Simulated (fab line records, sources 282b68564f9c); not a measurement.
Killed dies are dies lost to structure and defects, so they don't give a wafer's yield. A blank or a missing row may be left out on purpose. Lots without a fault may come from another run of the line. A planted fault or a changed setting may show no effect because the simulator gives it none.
Which tool did it? | flow rit_cmos | 14 lots, 40 wafers sampled, at 3 steps of a route of 202

WHAT THE GAUGES READ, wafer by wafer
RIT_SDANNEAL_RS_MEAS_04: measures by four-point-probe.
lot  | measured    | on            | PSD_RS (ohm/sq)
L962 | day 3 16:04 | film_metro-02 | 115.95 115.83 115.97
L963 | day 3 22:55 | film_metro-04 | 115.59 115.55 115.61
L964 | day 4 03:26 | film_metro-04 | 115.74 115.77 115.92
L967 | day 4 15:57 | film_metro-03 | 116.03 116.04 115.82
L968 | day 4 19:34 | film_metro-02 | 116.18 116.14 115.95
L969 | day 5 01:31 | film_metro-03 | 116.01 116.25 116.47
L970 | day 5 09:26 | film_metro-02 | 116.11 116.23 116.46
L974 | day 6 03:28 | film_metro-04 | 116.31 116.16 116.13
L975 | day 6 11:28 | film_metro-04 | 115.84
L978 | day 6 23:53 | film_metro-04 | 116.19 116.11 115.81
L979 | day 7 01:31 | film_metro-04 | 116.06 116.16 115.85
L981 | day 7 11:47 | film_metro-04 | 116.16 116.08 115.92
L982 | day 7 14:19 | film_metro-04 | 116.08 115.64 115.61
L983 | day 7 23:51 | film_metro-02 | 116.09 116.03 116.15

RIT_SDANNEAL_RS_MEAS_05: measures by four-point-probe.
lot  | measured    | on            | NSD_RS (ohm/sq)
L962 | day 3 16:11 | film_metro-02 | 84.28 84.26 84.13
L963 | day 3 23:02 | film_metro-04 | 84.36 84.20 84.47
L964 | day 4 03:33 | film_metro-04 | 84.48 84.40 84.46
L967 | day 4 16:04 | film_metro-03 | 84.26 84.08 84.08
L968 | day 4 19:41 | film_metro-02 | 84.85 84.71 84.30
L969 | day 5 01:38 | film_metro-03 | 84.50 84.49 84.32
L970 | day 5 09:33 | film_metro-02 | 84.88 84.49 84.85
L974 | day 6 03:35 | film_metro-04 | 84.32 84.47 84.52
L975 | day 6 11:35 | film_metro-04 | 84.39
L978 | day 7 00:00 | film_metro-04 | 84.46 84.95 85.03
L979 | day 7 01:38 | film_metro-04 | 84.94 84.80 84.98
L981 | day 7 11:54 | film_metro-04 | 84.70 84.46 84.52
L982 | day 7 14:26 | film_metro-04 | 84.04 83.87 84.22
L983 | day 7 23:58 | film_metro-02 | 84.62 84.73 84.47

RIT_SILICIDE_RS_MEAS_02: measures by four-point-probe.
lot  | measured    | on            | SILICIDE_TI_RS (ohm/sq)
L962 | day 3 16:43 | film_metro-02 | 48.7 50.0 49.5
L963 | day 3 23:33 | film_metro-02 | 48.0 47.4 47.4
L964 | day 4 04:04 | film_metro-04 | 48.5 49.2 48.9
L967 | day 4 16:35 | film_metro-04 | 48.4 48.4 48.5
L968 | day 4 20:12 | film_metro-04 | 49.2 48.2 49.1
L969 | day 5 02:10 | film_metro-02 | 48.3 48.2 47.2
L970 | day 5 10:05 | film_metro-01 | 48.8 49.1 48.4
L974 | day 6 04:07 | film_metro-01 | 48.6 48.4 48.3
L975 | day 6 12:07 | film_metro-01 | 48.0
L978 | day 7 00:31 | film_metro-02 | 47.0 47.1 47.3
L979 | day 7 02:10 | film_metro-01 | 47.9 47.7 47.3
L981 | day 7 12:25 | film_metro-04 | 48.6 48.5 48.6
L982 | day 7 14:57 | film_metro-02 | 48.2 48.0 48.9
L983 | day 8 00:29 | film_metro-01 | 47.8 47.9 48.0

WHICH TOOL RAN EACH LOT (tool, then ch and the chambers of the sampled wafers, then the start)
The record holds no process step before these readings.

WHAT THE TOOLS THEMSELVES READ (means of the sampled wafers that have a number; where no wafer has one, the mark that the record gives instead)
The record holds no such reading with a usual standard deviation.

THE ANSWER, worked out from the rows above alone
Rule: what is usual is taken from the lots themselves. Put in order of their means at a reading, lots are off if they are a third of the lots or fewer, leave a main group of 4 or more, and stand apart from it by a gap of 3 or more times the standard deviation of the main group's means; of several such gaps the widest counts. A main group whose means are all the same, to the digits that the tables above print for the reading, isn't used. A lot without any number at a reading at which 4 lots or more have one is off too. The other lots that the step has rows for count as sound. The gauges are gone through in route order, then the tools' own readings, and for those a lot's mean is taken as printed above. The first step at which some lot is off is used, and at that step the reading that is off furthest; a lot without a number counts as furthest.
No lot is off at any reading shown: from this, nothing can be told.

WHAT THE SIMULATOR HAD PUT IN
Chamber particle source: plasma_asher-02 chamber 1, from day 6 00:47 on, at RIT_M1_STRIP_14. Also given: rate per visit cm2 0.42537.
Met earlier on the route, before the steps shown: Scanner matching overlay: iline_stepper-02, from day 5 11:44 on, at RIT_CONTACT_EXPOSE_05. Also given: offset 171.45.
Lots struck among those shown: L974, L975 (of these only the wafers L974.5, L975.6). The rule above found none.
